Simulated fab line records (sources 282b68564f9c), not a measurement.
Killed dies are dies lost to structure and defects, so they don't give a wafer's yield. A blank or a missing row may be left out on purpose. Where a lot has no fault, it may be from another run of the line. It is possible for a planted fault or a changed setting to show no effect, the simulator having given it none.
fab line records ; flow ritCmos ; part 2 of 2: steps 36 to 46 of 46
[record] lots = 5; wafers = 15; lastDay = 7
route steps=202 shown NRETRO@56 PRETRO@64 GATE@75 FOX2@80 REOX@98
lots untouched by any fault: they come from a run of this same line in which no faults occurred
startH: hours from the record's first day to the start of the lot's first wafer shown ; waitH: hours since the lot's step before ; " unchanged from the row above ; L1.1+2: several wafers, shown together as one row ; - either no value or no given start ; * or withheld: withheld ; < > ~ a bound
route shown NAME@n: a module of which the file shows steps, and the number in the route of the first ; usual: average and standard deviation across the fault-free wafers ; same: alike in all rows ; chamber/n: place in a boat ; sites: readings site by site ; _std_site: the standard deviation of these ; _edge_site: outer sites' mean less inner sites' ; radiusMm: for every site, how far away it sits from the centre of the wafer ; mask NAME#n: copy n ; behind: the most recent tool/chamber to have shaped the wafer ; hold: reason for holding the lot/hours on hold/outcome of the hold ; device: the n, p or np transistor that did not switch ; end of line: the route-end tests of the same wafers ; step lacking rows: just its recipe ; killed: dies that structure and defects cost at the first sort, which is not the same as the wafer's yield ; map: per-die view of a wafer (x killed, . not killed, _ where there is no die)
set.NAME: the setting as run; set.NAME@STEP: as run at that earlier step ; model.NAME: the simulator's own value behind a step, which no gauge read
lots at selected steps of the route; one table per step, one row per wafer
services: a tool's chamber out of use, with start hour (startH, from the record's first day; less than 0 if before it), hours out, and reason
[[steps]]
[step RIT_GATE_DEVELOP_15]
[recipe] resist = NOVOLAK; developTimeS = 50; devTempC = 23
[usual] developerTempC = 23.00/0.1
lot.wafer;tool;chamber;startH;waitH;developerTempC
L076.2;lithoTrack-03;0;-;-;22.98
L076.3;lithoTrack-03;0;-;-;22.92
L076.6;lithoTrack-03;0;-;-;22.95
L079.3;lithoTrack-01;0;-;-;23.09
L079.5;lithoTrack-01;0;-;-;23.06
L079.6;lithoTrack-01;0;-;-;23.06
L082.1;lithoTrack-01;0;-;-;22.92
L082.2;lithoTrack-01;0;-;-;22.79
L082.6;lithoTrack-01;0;-;-;22.91
L095.2;lithoTrack-04;0;-;-;22.86
L095.3;lithoTrack-04;0;-;-;22.97
L095.4;lithoTrack-04;0;-;-;22.85
L097.1;lithoTrack-04;0;-;-;23.02
L097.2;lithoTrack-04;0;-;-;23.20
L097.3;lithoTrack-04;0;-;-;23.04
[step RIT_GATE_CD_MEAS_16]
[recipe] targetCdNm = 150
[usual] cdNm = 149.9/2.6
lot.wafer;tool;chamber;startH;waitH;cdNm
L076.2;cdSem-02;-;47.97;-;151.1
L076.3;cdSem-02;-;47.97;-;150.6
L076.6;cdSem-02;-;47.97;-;147.1
L079.3;cdSem-02;-;61.56;-;149.2
L079.5;cdSem-02;-;61.56;-;151.5
L079.6;cdSem-02;-;61.56;-;151.6
L082.1;cdSem-01;-;77.32;-;150.1
L082.2;cdSem-01;-;77.32;-;150.1
L082.6;cdSem-01;-;77.32;-;149.2
L095.2;cdSem-01;-;143.58;-;148.2
L095.3;cdSem-01;-;143.58;-;148.8
L095.4;cdSem-01;-;143.58;-;149.5
L097.1;cdSem-01;-;152.18;-;149.9
L097.2;cdSem-01;-;152.18;-;151.7
L097.3;cdSem-01;-;152.18;-;149.8
[step RIT_GATE_OVL_MEAS_17]
[usual] GATE_OVL = 0.3/1.2
lot.wafer;tool;chamber;startH;waitH;GATE_OVL[nm]
L076.2;overlay-02;-;48.08;0.1;3.3
L076.3;overlay-02;-;48.08;0.1;2.4
L076.6;overlay-02;-;48.08;0.1;1.9
L079.3;overlay-01;-;61.66;0.1;0.7
L079.5;overlay-01;-;61.66;0.1;1.2
L079.6;overlay-01;-;61.66;0.1;-0.1
L082.1;overlay-02;-;77.44;0.1;1.3
L082.2;overlay-02;-;77.44;0.1;0.5
L082.6;overlay-02;-;77.44;0.1;1.7
L095.2;overlay-02;-;143.68;0.1;-0.4
L095.3;overlay-02;-;143.68;0.1;-0.4
L095.4;overlay-02;-;143.68;0.1;-0.8
L097.1;overlay-01;-;152.30;0.1;-1.6
L097.2;overlay-01;-;152.30;0.1;-0.8
L097.3;overlay-01;-;152.30;0.1;-0.4
[step RIT_GATE_HARDBAKE_18]
[recipe] resist = NOVOLAK; tempC = 140; timeS = 60
[usual] heaterPowerTotalW = 62.54/0.052
lot.wafer;tool;chamber;startH;waitH;heaterPowerTotalW
L076.2;lithoTrack-04;0;48.13;0.0;62.57
L076.3;lithoTrack-04;0;48.13;0.0;62.49
L076.6;lithoTrack-04;0;48.13;0.0;62.54
L079.3;lithoTrack-01;0;61.73;0.1;62.53
L079.5;lithoTrack-01;0;61.73;0.1;62.49
L079.6;lithoTrack-01;0;61.73;0.1;62.53
L082.1;lithoTrack-01;0;77.48;0.0;62.48
L082.2;lithoTrack-01;0;77.48;0.0;62.49
L082.6;lithoTrack-01;0;77.48;0.0;62.55
L095.2;lithoTrack-04;0;143.74;0.0;62.58
L095.3;lithoTrack-04;0;143.74;0.0;62.53
L095.4;lithoTrack-04;0;143.74;0.0;62.61
L097.1;lithoTrack-04;0;152.33;0.0;62.56
L097.2;lithoTrack-04;0;152.33;0.0;62.46
L097.3;lithoTrack-04;0;152.33;0.0;62.66
[step RIT_GATE_ETCH_19]
[recipe] chemistry = SF6/CHF3/O2; timeS = 165; SF6_flow_sccm = 30; CHF3_flow_sccm = 30; O2_flow_sccm = 5; target = poly-Si; pressureMtorr = 40; rfW = 160; targetDepthA = 3125; overEtchFrac = 0.25; stopOn = SiO2
[usual] SF6_flow_sccm = 30.01/0.093; drypumpMotorCurrentA = 5.8/0.34; oesProductAu = 0.842/0.011; throttleValvePct = 10.22/0.15
lot.wafer;tool;chamber;startH;waitH;SF6_flow_sccm;drypumpMotorCurrentA;oesProductAu;rfHoursCounterH;throttleValvePct
L076.2;rieSi-01;2;48.26;0.1;30.07;6.1;0.836;86;9.93
L076.3;rieSi-01;1;48.26;0.1;29.94;5.9;0.839;0;10.34
L076.6;rieSi-01;1;48.26;0.1;30.05;5.9;0.825;-;10.33
L079.3;rieSi-02;0;61.83;0.1;29.91;5.4;0.858;143;10.32
L079.5;rieSi-02;2;61.83;0.1;29.93;5.4;0.842;-;10.12
L079.6;rieSi-02;3;61.83;0.1;30.04;5.8;0.849;-;10.17
L082.1;rieSi-01;1;77.63;0.1;29.91;5.9;0.838;0;10.35
L082.2;rieSi-01;3;77.63;0.1;30.01;5.6;0.836;2;10.23
L082.6;rieSi-01;2;77.63;0.1;29.93;6.1;0.835;-;9.94
L095.2;rieSi-02;0;143.86;0.1;30.09;5.4;0.848;143;10.30
L095.3;rieSi-02;2;143.86;0.1;29.82;5.4;0.847;131;10.12
L095.4;rieSi-02;3;143.86;0.1;30.00;5.8;0.846;93;10.18
L097.1;rieSi-02;1;152.48;0.1;29.98;5.9;0.815;66;10.33
L097.2;rieSi-02;2;152.48;0.1;30.05;5.4;0.851;132;10.14
L097.3;rieSi-02;3;152.48;0.1;30.06;5.7;0.845;93;10.17
[step RIT_GATE_STRIP_20]
[recipe] chemistry = O2; timeS = 180; resist = NOVOLAK; platenTempC = withheld; powerW = 500; pressureMtorr = 4000; o2FlowSccm = 4000
[usual] drypumpMotorCurrentA = 5.4/0.44; o2FlowSccm = 4001/13
lot.wafer;tool;chamber;startH;waitH;drypumpMotorCurrentA;o2FlowSccm;rfHoursCounterH
L076.2;plasmaAsher-03;0;48.36;0.1;4.7;3989;39
L076.3;plasmaAsher-03;0;48.36;0.1;4.7;4006;-
L076.6;plasmaAsher-03;1;48.36;0.1;5.9;4006;-
L079.3;plasmaAsher-03;0;62.00;0.1;4.7;3996;-
L079.5;plasmaAsher-03;1;62.00;0.1;5.9;4016;-
L079.6;plasmaAsher-03;0;62.00;0.1;4.7;4013;-
L082.1;plasmaAsher-01;0;77.73;0.1;5.3;3998;44
L082.2;plasmaAsher-01;1;77.73;0.1;5.6;3991;44
L082.6;plasmaAsher-01;1;77.73;0.1;5.6;3987;-
L095.2;plasmaAsher-03;0;143.97;0.1;4.7;4007;50
L095.3;plasmaAsher-03;1;143.97;0.1;5.9;4003;-
L095.4;plasmaAsher-03;0;143.97;0.1;4.7;4000;-
L097.1;plasmaAsher-01;1;152.59;0.1;5.6;4008;52
L097.2;plasmaAsher-01;0;152.59;0.1;5.3;4000;52
L097.3;plasmaAsher-01;0;152.59;0.1;5.3;4019;-
[step RIT_GATE_CD_MEAS_90]
[recipe] targetCdNm = 150
[usual] cdNm = 150.0/2.7
lot.wafer;tool;chamber;startH;waitH;cdNm
L076.2;cdSem-01;-;48.56;0.1;150.9
L076.3;cdSem-01;-;48.56;0.1;150.6
L076.6;cdSem-01;-;48.56;0.1;147.2
L079.3;cdSem-01;-;62.15;0.1;149.7
L079.5;cdSem-01;-;62.15;0.1;152.1
L079.6;cdSem-01;-;62.15;0.1;151.8
L082.1;cdSem-01;-;77.91;0.1;150.2
L082.2;cdSem-01;-;77.91;0.1;150.5
L082.6;cdSem-01;-;77.91;0.1;149.5
L095.2;cdSem-01;-;144.17;0.1;148.4
L095.3;cdSem-01;-;144.17;0.1;148.7
L095.4;cdSem-01;-;144.17;0.1;149.9
L097.1;cdSem-02;-;152.77;0.1;150.1
L097.2;cdSem-02;-;152.77;0.1;151.8
L097.3;cdSem-02;-;152.77;0.1;149.9
[step RIT_REOX_CLEAN_00]
[recipe] chemistry = SC1; mix = 3:3:50; timeS = 600; tempC = 75
lot.wafer;tool;chamber;startH;waitH
L076.2+3+6;wetBench-03;0;48.66;0.1
L079.3+5+6;wetBench-03;3;62.23;0.1
L082.1+2+6;wetBench-04;1;78.03;0.1
L095.2+3+4;wetBench-03;0;144.27;0.1
L097.1+2+3;wetBench-03;2;152.89;0.1
[step RIT_REOX_CLEAN_01]
[recipe] chemistry = dHF; dilution = 50:1; timeS = 30
lot.wafer;tool;chamber;startH;waitH
L076.2+3+6;wetBench-02;3;48.83;0.0
L079.3+5+6;wetBench-02;2;62.42;0.0
L082.1+2+6;wetBench-03;0;78.22;0.0
L095.2+3+4;wetBench-02;0;144.44;0.0
L097.1+2+3;wetBench-02;0;153.08;0.0
[step RIT_REOX_CLEAN_02]
[recipe] chemistry = SC2; mix = 3:3:50; timeS = 600; tempC = 75; dry = n2Spin
lot.wafer;tool;chamber;startH;waitH
L076.2+3+6;wetBench-03;1;48.85;0.0
L079.3+5+6;wetBench-04;3;62.44;0.0
L082.1+2+6;wetBench-02;2;78.24;0.0
L095.2+3+4;wetBench-04;1;144.46;0.0
L097.1+2+3;wetBench-04;2;153.10;0.0
[step RIT_REOX_OXIDATION_03]
[recipe] tempC = 900; ambient = O2; targetThkA = 252; oxTimeS = 5580
lot.wafer;tool;chamber;startH;waitH
L076.2+3+6;furnace-01;0;49.03;0.0
L079.3+5+6;furnace-02;0;62.65;0.0
L082.1+2+6;furnace-01;0;78.41;0.0
L095.2+3+4;furnace-03;0;144.65;0.0
L097.1+2+3;furnace-02;0;153.32;0.0
[[services]]
tool;chamber;startH;hours;kind
ilineStepper-01;-;25.66;1.7;pm
ilineStepper-02;-;28.46;15.0;repair
ilineStepper-02;-;29.47;7.1;repair
furnace-03;-;31.21;1.1;repair
wetBench-04;-;31.99;6.5;repair
furnace-04;-;34.86;3.6;pm
ilineStepper-02;-;53.69;1.7;pm
implanter-04;-;63.58;4.0;pm
implanter-04;-;81.70;2.1;repair
implanter-01;-;83.40;6.1;repair
furnace-03;-;88.27;2.9;pm
lpcvd-02;-;100.66;6.1;pm
implanter-02;-;102.93;2.7;repair
plasmaAsher-04;-;108.75;9.0;pm
plasmaAsher-02;-;112.24;1.4;repair
implanter-03;-;117.41;2.3;repair
rieSi-01;0;125.41;32.9;repair
ilineStepper-02;-;129.54;4.4;pm
implanter-03;-;133.55;5.8;pm
plasmaAsher-02;-;136.57;2.0;repair
implanter-02;-;138.28;5.8;repair
rieSi-02;0;144.00;-;clean
implanter-04;-;146.54;4.0;repair
furnace-01;-;149.47;2.9;pm
